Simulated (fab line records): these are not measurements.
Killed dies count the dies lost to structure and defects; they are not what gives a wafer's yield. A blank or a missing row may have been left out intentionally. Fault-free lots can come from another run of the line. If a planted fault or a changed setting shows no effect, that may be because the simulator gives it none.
Chamber matching -- flow berkeley_cmos170 -- 4 sister chambers for UCB170_V1_CMP_02 on cmp-02
The step polishes SiO2. 4 wafers are shown with their chamber, then 10 later ones without.

== EACH WAFER AND ITS CHAMBER ==
wafer,chamber,motor_current_A (A)
L693.5,1,15.8
L695.1,2,13.2
L700.1,0,13.8
L700.4,3,16.3

== WAFERS WHOSE CHAMBER IS MISSING ==
wafer,motor_current_A (A)
L700.5,15.7
L701.1,16.3
L701.3,14.0
L701.6,15.6
L706.4,13.3
L706.5,16.5
L706.6,13.9
L708.2,16.5
L708.5,16.7
L708.6,14.4

== EACH ONE'S CHAMBER ==
wafer,from the rows above,in truth
L700.5,can't be placed: 1 or 3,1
L701.1,can't be placed: 3 or 1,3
L701.3,0,0
L701.6,can't be placed: 1 or 3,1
L706.4,can't be placed: 2 or 0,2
L706.5,can't be placed: 3 or 1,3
L706.6,0,0
L708.2,can't be placed: 3 or 1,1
L708.5,can't be placed: 3 or 1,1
L708.6,0,0
Placed correctly: 3 of 10. Can't be placed from these rows: 7 (the true chamber is among the candidates in 7). Wrongly placed: 0.
How it was worked out, from the rows above alone: a wafer's distance from a chamber is the root of the sum, over the readings, of the square of ((its reading less the chamber's mean) divided by the reading's scatter). The wafer belongs to the nearest chamber; if the next one is less than 2 further off, it can't be placed. Each chamber's mean is taken over the wafers shown for it. The scatter (one wafer shown for each chamber): square how far every hidden wafer sits from the nearest shown wafer, average those squares and take the square root.
